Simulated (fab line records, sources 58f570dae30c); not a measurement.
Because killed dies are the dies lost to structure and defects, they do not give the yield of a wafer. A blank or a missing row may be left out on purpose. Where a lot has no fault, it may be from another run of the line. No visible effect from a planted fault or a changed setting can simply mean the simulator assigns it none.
Problem report in the 8D (eight disciplines) form, filled by code ; flow berkeley_cmos170 ; the parts of the form that need people (team, actions taken, sign-off) are left out

== 1. WHAT WENT WRONG ==
PLDD_RS at UCB170_SDANNEAL_RS_MEAS_04 reads a mean of 1065.1 ohm/sq on 6 wafers of 2 lots; wafers without a fault read 1032.0 ohm/sq with a standard deviation of 2.7. Measured from the usual mean, that is +12 standard deviations.
The step: measures by four-point-probe.
Earliest sighting: wafer L726.2 on film_metro-04 at day 8 16:17. At this step, 42 wafers from 14 lots have a number in the record. Rule for "out", or "out of limits": more than 4 standard deviations from the usual mean. The other wafers with a number count as sound.

== 2. WHAT IT IS, AND WHAT IT ISN'T ==
question;is;is not
which readings at this step;PLDD_RS;-
which lots;L726, L727;L716, L717, L719, L720, L721, L722, L728, L732, L734, L736, L737, L738
which wafers of those lots;all that have a number;-
read on which gauges;film_metro-02, film_metro-04;film_metro-01
when;from day 8 16:17;"up to then (18 sound wafers); but 18 sound wafers of L728, L732, L734, L736, L737, L738 came after"

== 3. WHAT RULES OUT EACH SUSPECT ==
Counting: a tool at any process step up to the reading remains a suspect when it ran all the lots that are out and ran no sound lot after the first of those.
- the gauge at UCB170_SDANNEAL_RS_MEAS_04 has been ruled out. 2 gauges (film_metro-02, film_metro-04) read the wafers that are out.
- implanter-01 at UCB170_PLDD_IMPLANT_09: kept. All lots that are out passed through it, beginning with L726 at day 8 03:57, and no sound lot followed; its final sound lot before that point was L722 at day 7 18:07. Its own readings are out on those wafers: dose_ions_cm2.
Remaining after the count: implanter-01 at UCB170_PLDD_IMPLANT_09.

== 4. THE CAUSE (what the simulator had put in) ==
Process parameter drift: implanter-01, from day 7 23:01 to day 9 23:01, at UCB170_PLDD_IMPLANT_09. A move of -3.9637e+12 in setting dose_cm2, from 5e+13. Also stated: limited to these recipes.
After counting, this tool was the only one left.

== 5. THE CHAIN OF EFFECTS, in route order ==
Each row: a reading whose mean over the struck wafers that have a number lies more than 3 standard deviations from the usual. Only readings for which the record gives a usual standard deviation are gone through. hours: the time from each lot's start at the first step in this table that gives one to its start at this step, as a median over the lots. sigmas: the change in usual standard deviations.
hours;step;reading;usual;on struck wafers;change;sigmas
0;UCB170_PLDD_IMPLANT_09;dose_ions_cm2;5e+13;5e+13;-4e+12;-86
0;UCB170_PLDD_IMPLANT_09;faraday_current_uA;158;145;-13;-4.1
13;UCB170_SDANNEAL_RS_MEAS_04;PLDD_RS;1032.0 ohm/sq;1065.1;+33.1;+12
It contains these process steps:
- UCB170_PLDD_IMPLANT_09
At these later measuring or inspecting steps, every struck wafer for which the step has a row has a number for every such reading, and none has moved that far: UCB170_SDANNEAL_RS_MEAS_05, UCB170_CONTACT_OVL_MEAS_16.

== 6. WHAT WOULD HAVE CAUGHT IT SOONER ==
Counted from the fault's start at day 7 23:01, it took 17 hours until the first out-of-limits reading at a measuring or inspecting step in this record, taken at day 8 16:17.
Tool's own readings at UCB170_PLDD_IMPLANT_09, dose_ions_cm2: out on all struck wafers the step has rows for; an alarm limit on them would have tripped on the first.
Each of the lots that are out, 2 in all, had begun UCB170_PLDD_IMPLANT_09 on implanter-01 no later than day 8 16:17. Holding the tool at that point would not have protected any of them.
